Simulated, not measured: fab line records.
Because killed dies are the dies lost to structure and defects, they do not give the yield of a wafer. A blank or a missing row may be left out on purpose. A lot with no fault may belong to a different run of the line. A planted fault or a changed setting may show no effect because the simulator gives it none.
Matching of chambers	flow berkeley-cmos170	UCB170_V1_CVD_00 on pecvd-03 has 3 sister chambers
The step deposits SiO2 from TEOS/O2, target thk 2000 nm, time 250 s. 14 wafers are shown with their chamber, then 7 later ones without.

WAFERS PAIRED WITH THEIR CHAMBERS
wafer	chamber	heater-power-w (W)	pressure-mtorr (mTorr)
L856.2	1	302	9008
L856.4	0	283	8981
L856.5	1	218	9015
L857.2	2	340	9013
L857.4	0	198	9010
L857.6	2	242	9000
L862.2	2	343	9017
L862.4	0	199	8972
L862.6	1	217	9016
L865.2	1	304	8994
L865.3	0	293	9006
L865.4	2	333	8990
L867.3	2	326	8985
L867.5	2	249	9004

SIGNATURES (means of the wafers above)
reading	chamber 0	chamber 1	chamber 2	scatter within a chamber
heater-power-w	243.25	260.25	305.50	49
pressure-mtorr	8992.25	9008.25	9001.50	13.9
Rule: for each reading, subtract the chamber's mean from the wafer's reading, divide by that reading's scatter and square the result; add these up over the readings and take the root, which gives the wafer's distance from the chamber. The wafer belongs to the nearest chamber; if the next one is less than 2 further off, it can't be placed. The scatter: the root of (the sum of the squares of (reading less its chamber's mean) over the shown wafers, divided by (wafers less chambers)).

WAFERS MISSING THEIR CHAMBER
wafer	heater-power-w (W)	pressure-mtorr (mTorr)
L867.6	217	9020
L871.4	204	8991
L871.5	247	8993
L871.6	223	8979
L872.2	270	8972
L872.4	202	8997
L872.5	328	8980

THE CHAMBER EACH PASSED THROUGH
wafer	from the rows above	in truth
L867.6	can't be placed: 1 or 0 or 2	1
L871.4	can't be placed: 0 or 1 or 2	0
L871.5	can't be placed: 0 or 1 or 2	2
L871.6	can't be placed: 0 or 1 or 2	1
L872.2	can't be placed: 0 or 2 or 1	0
L872.4	can't be placed: 0 or 1 or 2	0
L872.5	can't be placed: 2 or 0 or 1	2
0 of 7 placed correctly. Not placeable from these rows: 7 (in 7, the candidates include the true chamber). Placed wrongly: 0.
